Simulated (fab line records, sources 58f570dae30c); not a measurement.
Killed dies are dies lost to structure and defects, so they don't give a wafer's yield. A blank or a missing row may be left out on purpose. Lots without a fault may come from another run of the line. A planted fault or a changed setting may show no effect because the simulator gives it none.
fab line records | flow berkeley_cmos170
record lots=5 wafers=23
route steps=331 shown SPACER@171 NSD@188 BACKSIDE@200 V1@254 V2@301
start_h: hours from the record's first day to the start of the lot's first wafer shown | wait_h: hours since the lot's step before | " the same as in the row above | L1.1+2: a row that stands for several wafers | - no value, or no start given | * or withheld: withheld | < > ~ a bound
route shown NAME@n: a module of which the file shows steps, and the number in the route of the first | usual: mean/standard deviation of fault-free wafers | same: alike in all rows | chamber/n: place in a boat | sites: the reading at each site | _std_site: their standard deviation | _edge_site: outer sites' mean less inner sites' | radius_mm: how far each site lies from the wafer's centre | mask NAME#n: copy n | behind: the tool/chamber that last shaped the wafer | hold: why the lot was held/for how many hours/how that ended | device: the transistor (n, p or np) that didn't switch | end of line: the same wafers' tests at the end of the route | a step without rows: its recipe alone | killed: dies lost to structure and defects at the first sort, not the wafer's yield | map: a wafer's dies, x killed, . not, _ none there
set.NAME: the setting as run; set.NAME@STEP: as run at that earlier step | model.NAME: the simulator's own value behind a step, which no gauge read
lots whose settings were changed on purpose; a table a step, a row a wafer
## steps
# step UCB170_SPACER_CVD_00
# recipe material=SiO2 target_thk_nm=376 temp_c=390 precursor=TEOS/O2 time_s=47 rf_w=550 pressure_mtorr=9000
# columns lot.wafer tool chamber start_h wait_h set.time_s model.SiO2_of_SPACER_CVD_00.thk_nm
L074.1 pecvd-02 0 132.35 0.0 47 380
L074.2 " 1 " " 47 379.8
L074.4 " 1 " " 47 381.8
L074.5 " 2 " " 43.6 359.5
L074.6 " 0 " " 43.6 356.9
L075.4 pecvd-03 1 136.76 0.0 47 373.1
L075.5 " 2 " " 47 373.6
L075.6 " 0 " " 47 375.1
L076.1 pecvd-03 0 137.01 0.0 47 372.5
L076.2 " 1 " " 47 371.6
L076.3 " 2 " " 47 368.4
L076.4 " 1 " " 47 375
L076.6 " 0 " " 47 375.6
L077.2 pecvd-03 0 159.72 0.0 51.96 410.1
L077.3 " 1 " " 51.96 411.4
L077.4 " 1 " " 47 374.1
L077.5 " 0 " " 47 371.9
L077.6 " 2 " " 51.96 415.7
L084.1 pecvd-03 1 177.60 0.0 51.27 406.7
L084.2 " 2 " " 51.27 401
L084.3 " 0 " " 47 369.2
L084.4 " 1 " " 47 377.9
L084.6 " 0 " " 51.27 416.2
# step UCB170_SPACER_THK_MEAS_01
# recipe reads=SiO2_of_SPACER_CVD_00
# usual SPACER_TEOS_THK=377/5.9
# columns lot.wafer tool chamber start_h wait_h set.time_s@SPACER_CVD_00 SPACER_TEOS_THK[nm]
L074.1 film_metro-02 - 132.39 0.0 47 380
L074.2 " - " " 47 380
L074.4 " - " " 47 382
L074.5 " - " " 43.6 359
L074.6 " - " " 43.6 357
L075.4 film_metro-02 - 136.81 0.0 47 373
L075.5 " - " " 47 374
L075.6 " - " " 47 375
L076.1 film_metro-02 - 137.06 0.0 47 373
L076.2 " - " " 47 371
L076.3 " - " " 47 368
L076.4 " - " " 47 375
L076.6 " - " " 47 375
L077.2 film_metro-02 - 159.77 0.0 51.96 411
L077.3 " - " " 51.96 411
L077.4 " - " " 47 374
L077.5 " - " " 47 372
L077.6 " - " " 51.96 416
L084.1 film_metro-01 - 177.64 0.0 51.27 407
L084.2 " - " " 51.27 401
L084.3 " - " " 47 369
L084.4 " - " " 47 378
L084.6 " - " " 51.27 416
# step UCB170_SPACER_ANNEAL_02
# recipe temp_c=900 time_s=1800 ambient=N2
# step UCB170_SPACER_ETCHBACK_03
# recipe stop_on=Si target=SiO2 chemistry=CHF3/CF4/Ar CHF3_flow_sccm=50 cf4_flow_sccm=10 Ar_flow_sccm=120 pressure_mtorr=200 rf_w=500 target_depth_a=3760 time_s=100
# usual oes_product_au=0.898/0.015
# columns lot.wafer tool chamber start_h wait_h set.time_s@SPACER_CVD_00 oes_product_au model.etch.depth_nm
L074.1 rie_diel-03 0 137.51 0.0 47 0.904 380
L074.2 " 2 " " 47 0.891 379.8
L074.4 " 3 " " 47 0.895 381.8
L074.5 " 3 " " 43.6 0.853 359.5
L074.6 " 0 " " 43.6 0.852 356.9
L075.4 rie_diel-03 1 140.77 0.0 47 0.887 373.1
L075.5 " 1 " " 47 0.877 373.6
L075.6 " 2 " " 47 0.883 375.1
L076.1 rie_diel-01 1 140.77 0.0 47 0.898 372.5
L076.2 " 3 " " 47 0.913 371.6
L076.3 " 0 " " 47 0.879 368.4
L076.4 " 2 " " 47 0.913 375
L076.6 " 0 " " 47 0.903 375.6
L077.2 rie_diel-03 3 163.56 0.0 51.96 0.947 410.1
L077.3 " 2 " " 51.96 0.946 411.4
L077.4 " 1 " " 47 0.887 374.1
L077.5 " 2 " " 47 0.874 371.9
L077.6 " 3 " " 51.96 0.954 415.7
L084.1 rie_diel-02 0 184.32 0.0 51.27 0.960 406.7
L084.2 " 2 " " 51.27 0.965 401
L084.3 " 3 " " 47 0.869 369.2
L084.4 " 1 " " 47 0.927 377.9
L084.6 " 3 " " 51.27 0.967 416.2
# step UCB170_NSD_COAT_01
# recipe resist=KrF spin_rpm=1500 resist_thk_nm=900
# columns lot.wafer tool chamber start_h wait_h set.resist_thk_nm model.KrF_of_NSD_COAT_01.thk_nm
L074.1 litho_track-02 0 139.24 0.1 925.6 928.1
L074.2 " 0 " " 925.6 926.5
L074.4 " 0 " " 900 899.4
L074.5 " 0 " " 900 900.2
L074.6 " 0 " " 925.6 926.6
L076.1 litho_track-04 0 143.18 0.1 900 901
L076.2+4 " 0 " " 900 902.1
L076.3 " 0 " " 900 905.5
L076.6 " 0 " " 900 902.2
L075.4 litho_track-02 0 143.41 0.1 900 904.3
L075.5 " 0 " " 900 902
L075.6 " 0 " " 900 902.5
L077.2 litho_track-02 0 167.39 0.1 900 903.5
L077.3 " 0 " " 900 901.2
L077.4 " 0 " " 900 902.3
L077.5 " 0 " " 934.6 935.7
L077.6 " 0 " " 934.6 939.6
L084.1 litho_track-02 0 186.50 0.1 882.3 884.3
L084.2 " 0 " " 900 901.3
L084.3 " 0 " " 900 903.1
L084.4 " 0 " " 882.3 881.3
L084.6 " 0 " " 900 902.8
# step UCB170_NSD_EXPOSE_03
# recipe mask_id=NSELECT_MOD na=0.5 sigma_outer=0.6 source_shape=conventional target_cd_nm=1200 dose_mj=30
# columns lot.wafer tool chamber start_h wait_h mask set.dose_mj
L074.1+5+6 krf_scanner-01 0 139.67 0.2 NSELECT_MOD#0 30
L074.2+4 " 0 " " NSELECT_MOD#0 28.37
L076.1+2+3+4+6 krf_scanner-01 0 143.48 0.1 NSELECT_MOD#0 30
L075.4+5+6 krf_scanner-02 0 143.82 0.2 NSELECT_MOD#0 30
L077.2+3+5 krf_scanner-02 0 167.81 0.2 NSELECT_MOD#0 29.01
L077.4+6 " 0 " " NSELECT_MOD#0 30
L084.1+2+3+4+6 krf_scanner-01 0 186.93 0.2 NSELECT_MOD#0 30
# step UCB170_NSD_PEB_04
# recipe peb_temp_c=130 peb_time_s=withheld resist=KrF
# step UCB170_NSD_DEVELOP_05
# recipe developer=TMAH develop_time_s=45 resist=KrF dev_temp_c=21
# step UCB170_NSD_CD_MEAS_06
# recipe target_cd_nm=1200
# usual cd_nm=1200.6/1.4
# columns lot.wafer tool chamber start_h wait_h set.dose_mj@NSD_EXPOSE_03 cd_nm
L074.1 cd_sem-02 - 140.06 - 30 1199.4
L074.2 " - " " 28.37 1189.6
L074.4 " - " " 28.37 1191.1
L074.5 " - " " 30 1200.9
L074.6 " - " " 30 1201.1
L076.1 cd_sem-02 - 143.87 - 30 1201.9
L076.2 " - " " 30 1201.3
L076.3 " - " " 30 1200.9
L076.4 " - " " 30 1201.1
L076.6 " - " " 30 1202.8
L075.4 cd_sem-01 - 144.21 - 30 1199.4
L075.5 " - " " 30 1200.2
L075.6 " - " " 30 1199.0
L077.2 cd_sem-01 - 168.37 - 29.01 1193.8
L077.3 " - " " 29.01 1194.7
L077.4 " - " " 30 1200.0
L077.5 " - " " 29.01 1192.4
L077.6 " - " " 30 1198.4
L084.1 cd_sem-02 - 187.32 - 30 1198.9
L084.2 " - " " 30 1199.4
L084.3 " - " " 30 1198.1
L084.4 " - " " 30 1198.9
L084.6 " - " " 30 1199.0
# step UCB170_NSD_IMPLANT_08
# recipe species=P dose_cm2=3e+15 energy_kev=40 tilt_deg=7
# step UCB170_NSD_STRIP_09
# recipe chemistry=O2 power_w=400 pressure_mtorr=3500 platen_temp_c=withheld o2_flow_sccm=400 overash_fraction=0.5
# usual strip_time_to_endpoint_s=35.82/0.053
# columns lot.wafer tool chamber start_h wait_h set.resist_thk_nm@NSD_COAT_01 strip_time_to_endpoint_s
L074.1 plasma_asher-03 1 140.37 0.1 925.6 36.44
L074.2 " 0 " " 925.6 36.39
L074.4 " 1 " " 900 35.76
L074.5 " 1 " " 900 35.77
L074.6 " 0 " " 925.6 36.39
L076.1 plasma_asher-03 1 144.17 0.1 900 35.86
L076.2 " 0 " " 900 35.91
L076.3 " 1 " " 900 35.96
L076.4 " 0 " " 900 35.89
L076.6 " 1 " " 900 35.85
L075.4 plasma_asher-01 0 144.49 0.1 900 35.90
L075.5 " 0 " " 900 35.82
L075.6 " 1 " " 900 35.84
L077.2 plasma_asher-02 1 168.65 0.1 900 35.92
L077.3 " 0 " " 900 35.86
L077.4 " 1 " " 900 35.82
L077.5 " 0 " " 934.6 36.67
L077.6 " 1 " " 934.6 36.75
L084.1 plasma_asher-02 0 187.63 0.1 882.3 35.40
L084.2 " 1 " " 900 35.77
L084.3 " 0 " " 900 35.83
L084.4 " 1 " " 882.3 35.34
L084.6 " 1 " " 900 35.85
# step UCB170_BACKSIDE_COAT_01
# recipe resist=KrF spin_rpm=1500 resist_thk_nm=900
# columns lot.wafer tool chamber start_h wait_h set.spin_rpm model.KrF_of_BACKSIDE_COAT_01.thk_nm
L074.1 litho_track-01 0 141.18 0.1 1500 895.4
L074.2 " 0 " " 1500 896.3
L074.4 " 0 " " 1604 869
L074.5 " 0 " " 1604 867.1
L074.6 " 0 " " 1604 866.6
L076.1 litho_track-01 0 144.90 0.1 1500 897.9
L076.2 " 0 " " 1500 895.2
L076.3 " 0 " " 1452 910
L076.4 " 0 " " 1452 912.6
L076.6 " 0 " " 1500 894.8
L075.4 litho_track-02 0 145.17 0.1 1500 896.4
L075.5 " 0 " " 1500 895.6
L075.6 " 0 " " 1500 899.4
L077.2 litho_track-02 0 169.16 0.1 1500 903.9
L077.3 " 0 " " 1500 901.8
L077.4 " 0 " " 1500 903.4
L077.5 " 0 " " 1500 900.6
L077.6 " 0 " " 1500 902.6
L084.1 litho_track-01 0 188.11 0.1 1500 896.7
L084.2 " 0 " " 1457 912.7
L084.3 " 0 " " 1500 898.4
L084.4 " 0 " " 1457 912.2
L084.6 " 0 " " 1500 898.2
# step UCB170_BACKSIDE_SOFTBAKE_02
# recipe resist=KrF temp_c=130 time_s=60
# step UCB170_BACKSIDE_STRIP_03
# recipe chemistry=O2 power_w=400 pressure_mtorr=3500 platen_temp_c=withheld o2_flow_sccm=400 overash_fraction=0.5
# usual strip_time_to_endpoint_s=21.94/0.068
# columns lot.wafer tool chamber start_h wait_h set.spin_rpm@BACKSIDE_COAT_01 strip_time_to_endpoint_s
L074.1 plasma_asher-04 1 141.48 0.1 1500 21.86
L074.2 " 0 " " 1500 21.89
L074.4 " 0 " " 1604 21.22
L074.5 " 1 " " 1604 21.18
L074.6 " 0 " " 1604 21.17
L076.1 plasma_asher-03 1 145.20 0.1 1500 21.92
L076.2 " 0 " " 1500 21.85
L076.3 " 0 " " 1452 22.21
L076.4 " 1 " " 1452 22.27
L076.6 " 0 " " 1500 21.84
L075.4 plasma_asher-02 0 145.43 0.1 1500 21.88
L075.5 " 1 " " 1500 21.84
L075.6 " 0 " " 1500 21.95
L077.2 plasma_asher-02 1 169.44 0.1 1500 22.05
L077.3 " 1 " " 1500 22.02
L077.4 " 0 " " 1500 22.07
L077.5 " 1 " " 1500 21.99
L077.6 " 0 " " 1500 22.03
L084.1 plasma_asher-03 0 188.41 0.1 1500 21.88
L084.2 " 1 " " 1457 22.27
L084.3 " 1 " " 1500 21.95
L084.4 " 0 " " 1457 22.24
L084.6 " 1 " " 1500 21.93
# step UCB170_V1_CVD_00
# recipe material=SiO2 target_thk_nm=2000 temp_c=390 precursor=TEOS/O2 time_s=250 rf_w=550 pressure_mtorr=9000
# columns lot.wafer tool chamber start_h wait_h set.time_s model.SiO2_of_V1_CVD_00.thk_nm
L074.1 pecvd-01 0 155.48 0.0 250 1978
L074.2 " 2 " " 219.3 1783
L074.4 " 0 " " 250 1987
L074.5 " 2 " " 219.3 1799
L074.6 " 1 " " 219.3 1803
L076.1 pecvd-02 0 158.54 0.0 250 1984
L076.2 " 2 " " 266.8 2114
L076.3 " 1 " " 250 1953
L076.4 " 1 " " 250 1976
L076.6 " 2 " " 266.8 2157
L075.4 pecvd-04 0 158.61 0.1 250 2033
L075.5 " 1 " " 250 2004
L075.6 " 2 " " 250 1988
L077.2 pecvd-01 2 187.00 0.0 272.8 2197
L077.3 " 1 " " 272.8 2190
L077.4 " 1 " " 272.8 2245
L077.5 " 2 " " 250 2049
L077.6 " 0 " " 250 2009
L084.1 pecvd-02 0 201.56 0.0 250 2002
L084.2 " 1 " " 250 1993
L084.3 " 2 " " 250 2004
L084.4 " 1 " " 235.6 1900
L084.6 " 0 " " 235.6 1928
# step UCB170_V1_THK_MEAS_01
# recipe reads=SiO2_of_V1_CVD_00
# usual V1_TEOS_THK=2006/28
# columns lot.wafer tool chamber start_h wait_h set.time_s@V1_CVD_00 V1_TEOS_THK[nm]
L074.1 film_metro-03 - 155.63 0.1 250 1978
L074.2 " - " " 219.3 1782
L074.4 " - " " 250 1988
L074.5 " - " " 219.3 1799
L074.6 " - " " 219.3 1804
L076.1 film_metro-03 - 158.69 0.1 250 1984
L076.2 " - " " 266.8 2114
L076.3 " - " " 250 1953
L076.4 " - " " 250 1977
L076.6 " - " " 266.8 2158
L075.4 film_metro-01 - 158.72 0.0 250 2033
L075.5 " - " " 250 2004
L075.6 " - " " 250 1990
L077.2 film_metro-01 - 187.17 0.1 272.8 2198
L077.3 " - " " 272.8 2190
L077.4 " - " " 272.8 2243
L077.5 " - " " 250 2050
L077.6 " - " " 250 2009
L084.1 film_metro-01 - 201.71 0.1 250 2003
L084.2 " - " " 250 1993
L084.3 " - " " 250 2004
L084.4 " - " " 235.6 1901
L084.6 " - " " 235.6 1926
# step UCB170_V1_ETCH_14
# recipe chemistry=CHF3/CF4/Ar target=SiO2 stop_on=Al CHF3_flow_sccm=45 cf4_flow_sccm=15 Ar_flow_sccm=150 pressure_mtorr=200 rf_w=700 target_depth_a=12500 over_etch_frac=0.25 time_s=291
# columns lot.wafer tool chamber start_h wait_h set.rf_w model.KrF_of_V1_COAT_07.thk_nm
L074.1 rie_diel-02 1 157.44 0.0 742.8 599.5
L074.2 " 3 " " 700 605.2
L074.4 " 2 " " 700 612.8
L074.5 " 0 " " 700 614.3
L074.6 " 3 " " 742.8 597.7
L076.1+6 rie_diel-04 1 160.69 0.0 728.6 609
L076.2 " 0 " " 700 615.7
L076.3 " 3 " " 728.6 611.3
L076.4 " 2 " " 700 610.5
L075.4 rie_diel-02 1 161.04 0.1 700 602.5
L075.5 " 3 " " 700 597.8
L075.6 " 0 " " 700 606.6
L077.2 rie_diel-02 2 188.87 0.0 700 614.7
L077.3 " 3 " " 782.3 589.9
L077.4 " 0 " " 782.3 595.9
L077.5 " 3 " " 700 607.2
L077.6 " 2 " " 782.3 593.3
L084.1 rie_diel-02 0 203.98 0.0 700 613.2
L084.2 " 2 " " 700 612.7
L084.3 " 3 " " 762.8 590.7
L084.4 " 0 " " 700 617.4
L084.6 " 2 " " 762.8 599.4
# step UCB170_V1_STRIP_15
# recipe chemistry=O2 power_w=400 pressure_mtorr=3500 platen_temp_c=withheld o2_flow_sccm=400 overash_fraction=0.5
# usual strip_time_to_endpoint_s=15.29/0.1
# columns lot.wafer tool chamber start_h wait_h set.rf_w@V1_ETCH_14 strip_time_to_endpoint_s
L074.1 plasma_asher-01 0 157.62 0.1 742.8 15.07
L074.2 " 1 " " 700 15.18
L074.4 " 1 " " 700 15.38
L074.5 " 1 " " 700 15.41
L074.6 " 0 " " 742.8 15.03
L076.1 plasma_asher-01 1 160.87 0.1 728.6 15.29
L076.2 " 0 " " 700 15.45
L076.3 " 0 " " 728.6 15.35
L076.4 " 1 " " 700 15.33
L076.6 " 1 " " 728.6 15.30
L075.4 plasma_asher-02 1 161.16 0.0 700 15.14
L075.5 " 1 " " 700 15.02
L075.6 " 0 " " 700 15.23
L077.2 plasma_asher-02 0 189.05 0.1 700 15.41
L077.3 " 1 " " 782.3 14.85
L077.4 " 0 " " 782.3 14.97
L077.5 " 1 " " 700 15.24
L077.6 " 0 " " 782.3 14.92
L084.1 plasma_asher-03 1 204.16 0.1 700 15.39
L084.2 " 0 " " 700 15.38
L084.3 " 0 " " 762.8 14.85
L084.4 " 1 " " 700 15.48
L084.6 " 0 " " 762.8 15.07
# step UCB170_V2_EXPOSE_09
# recipe mask_id=VIA2 target_cd_nm=700 na=0.5 sigma_outer=0.6 source_shape=conventional dose_mj=37
# columns lot.wafer tool chamber start_h wait_h mask set.dose_mj
L074.1+2+5 krf_scanner-01 0 162.07 0.1 VIA2#0 35.29
L074.4+6 " 0 " " VIA2#0 37
L076.1+2+3+4+6 krf_scanner-02 0 165.16 0.2 VIA2#0 37
L075.4+5+6 krf_scanner-02 0 165.54 0.1 VIA2#0 37
L077.2+3+5 krf_scanner-01 0 193.24 0.2 VIA2#0 37
L077.4+6 " 0 " " VIA2#0 35.47
L084.1+3+6 krf_scanner-01 0 210.56 0.1 VIA2#0 35.35
L084.2+4 " 0 " " VIA2#0 37
# step UCB170_V2_PEB_10
# recipe peb_temp_c=130 peb_time_s=withheld resist=KrF
# step UCB170_V2_DEVELOP_11
# recipe developer=TMAH develop_time_s=45 resist=KrF dev_temp_c=21
# step UCB170_V2_CD_MEAS_12
# recipe target_cd_nm=700
# usual cd_nm=699.8/1.5
# columns lot.wafer tool chamber start_h wait_h set.dose_mj@V2_EXPOSE_09 cd_nm
L074.1 cd_sem-02 - 162.46 - 35.29 693.2
L074.2 " - " " 35.29 693.0
L074.4 " - " " 37 700.1
L074.5 " - " " 35.29 691.8
L074.6 " - " " 37 699.6
L076.1 cd_sem-01 - 165.73 - 37 700.1
L076.2 " - " " 37 700.4
L076.3 " - " " 37 700.0
L076.4 " - " " 37 700.8
L076.6 " - " " 37 700.7
L075.4 cd_sem-01 - 166.06 - 37 701.0
L075.5 " - " " 37 700.6
L075.6 " - " " 37 702.0
L077.2 cd_sem-01 - 193.82 - 37 697.9
L077.3 " - " " 37 696.8
L077.4 " - " " 35.47 690.2
L077.5 " - " " 37 697.1
L077.6 " - " " 35.47 689.7
L084.1 cd_sem-02 - 211.38 - 35.35 691.8
L084.2 " - " " 37 700.4
L084.3 " - " " 35.35 692.3
L084.4 " - " " 37 699.4
L084.6 " - " " 35.35 693.9
# step UCB170_V2_ETCH_14
# recipe chemistry=CHF3/CF4/Ar target=SiO2 stop_on=Al CHF3_flow_sccm=45 cf4_flow_sccm=15 Ar_flow_sccm=150 pressure_mtorr=200 rf_w=700 target_depth_a=12500 over_etch_frac=0.25 time_s=291
# columns lot.wafer tool chamber start_h wait_h set.dose_mj@V2_EXPOSE_09 model.V2.cd_nm
L074.1 rie_diel-04 3 162.61 0.0 35.29 693.4
L074.2 " 2 " " 35.29 692.7
L074.4 " 0 " " 37 699.9
L074.5 " 0 " " 35.29 691.4
L074.6 " 1 " " 37 700.7
L076.1 rie_diel-04 2 165.89 0.0 37 699.4
L076.2+6 " 0 " " 37 700.6
L076.3+4 " 1,3 " " 37 700.7
L075.4 rie_diel-03 3 166.16 0.0 37 700.7
L075.5 " 0 " " 37 699.5
L075.6 " 3 " " 37 702.1
L077.2 rie_diel-02 2 193.96 0.0 37 697.8
L077.3 " 0 " " 37 697
L077.4 " 2 " " 35.47 689.5
L077.5 " 0 " " 37 697.5
L077.6 " 3 " " 35.47 689.8
L084.1 rie_diel-02 2 211.54 0.0 35.35 691.7
L084.2 " 1 " " 37 699.3
L084.3 " 0 " " 35.35 692.3
L084.4 " 3 " " 37 699.9
L084.6 " 0 " " 35.35 693.6
# step UCB170_V2_STRIP_15
# recipe chemistry=O2 power_w=400 pressure_mtorr=3500 platen_temp_c=withheld o2_flow_sccm=400 overash_fraction=0.5
# step UCB170_V2_CD_MEAS_90
# recipe target_cd_nm=700
# usual cd_nm=699.9/1.5
# columns lot.wafer tool chamber start_h wait_h set.dose_mj@V2_EXPOSE_09 cd_nm
L074.1 cd_sem-01 - 162.89 0.1 35.29 693.4
L074.2 " - " " 35.29 692.8
L074.4 " - " " 37 700.0
L074.5 " - " " 35.29 691.3
L074.6 " - " " 37 700.8
L076.1 cd_sem-01 - 166.36 0.3 37 699.5
L076.2 " - " " 37 700.6
L076.3 " - " " 37 700.4
L076.4 " - " " 37 700.5
L076.6 " - " " 37 700.7
L075.4 cd_sem-01 - 166.78 0.4 37 700.8
L075.5 " - " " 37 699.6
L075.6 " - " " 37 702.2
L077.2 cd_sem-02 - 194.26 0.1 37 698.0
L077.3 " - " " 37 696.8
L077.4 " - " " 35.47 689.4
L077.5 " - " " 37 697.6
L077.6 " - " " 35.47 689.9
L084.1 cd_sem-01 - 211.82 0.1 35.35 691.3
L084.2 " - " " 37 699.6
L084.3 " - " " 35.35 692.3
L084.4 " - " " 37 699.9
L084.6 " - " " 35.35 693.4
## key
split step=UCB170_SPACER_CVD_00 setting=time_s stated=47 by=wafer
response step=UCB170_SPACER_CVD_00 reading=model.SiO2_of_SPACER_CVD_00.thk_nm change=+3.61 per=1% r=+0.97
response step=UCB170_SPACER_THK_MEAS_01 reading=SPACER_TEOS_THK change=+3.62 per=1% r=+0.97
response step=UCB170_SPACER_ETCHBACK_03 reading=oes_product_au change=+0.00666 per=1% r=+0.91
response step=UCB170_SPACER_ETCHBACK_03 reading=model.etch.depth_nm change=+3.61 per=1% r=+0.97
split step=UCB170_NSD_COAT_01 setting=resist_thk_nm stated=900 by=wafer
response step=UCB170_NSD_COAT_01 reading=model.KrF_of_NSD_COAT_01.thk_nm change=+9.43 per=1% r=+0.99
response step=UCB170_NSD_STRIP_09 reading=strip_time_to_endpoint_s change=* per=1% r=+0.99
split step=UCB170_NSD_EXPOSE_03 setting=dose_mj stated=30 by=wafer
response step=UCB170_NSD_CD_MEAS_06 reading=cd_nm change=+1.81 per=1% r=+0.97
split step=UCB170_BACKSIDE_COAT_01 setting=spin_rpm stated=1500 by=wafer
response step=UCB170_BACKSIDE_COAT_01 reading=model.KrF_of_BACKSIDE_COAT_01.thk_nm change=-4.32 per=1% r=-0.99
response step=UCB170_BACKSIDE_STRIP_03 reading=strip_time_to_endpoint_s change=* per=1% r=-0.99
split step=UCB170_V1_CVD_00 setting=time_s stated=250 by=wafer
response step=UCB170_V1_CVD_00 reading=model.SiO2_of_V1_CVD_00.thk_nm change=+17.8 per=1% r=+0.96
response step=UCB170_V1_THK_MEAS_01 reading=V1_TEOS_THK change=+17.8 per=1% r=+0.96
split step=UCB170_V1_ETCH_14 setting=rf_w stated=700 by=wafer
response step=UCB170_V1_ETCH_14 reading=model.KrF_of_V1_COAT_07.thk_nm change=-1.73 per=1% r=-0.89
response step=UCB170_V1_STRIP_15 reading=strip_time_to_endpoint_s change=* per=1% r=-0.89
split step=UCB170_V2_EXPOSE_09 setting=dose_mj stated=37 by=wafer
response step=UCB170_V2_CD_MEAS_12 reading=cd_nm change=+1.64 per=1% r=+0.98
response step=UCB170_V2_ETCH_14 reading=model.V2.cd_nm change=+1.71 per=1% r=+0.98
response step=UCB170_V2_CD_MEAS_90 reading=cd_nm change=+1.74 per=1% r=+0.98
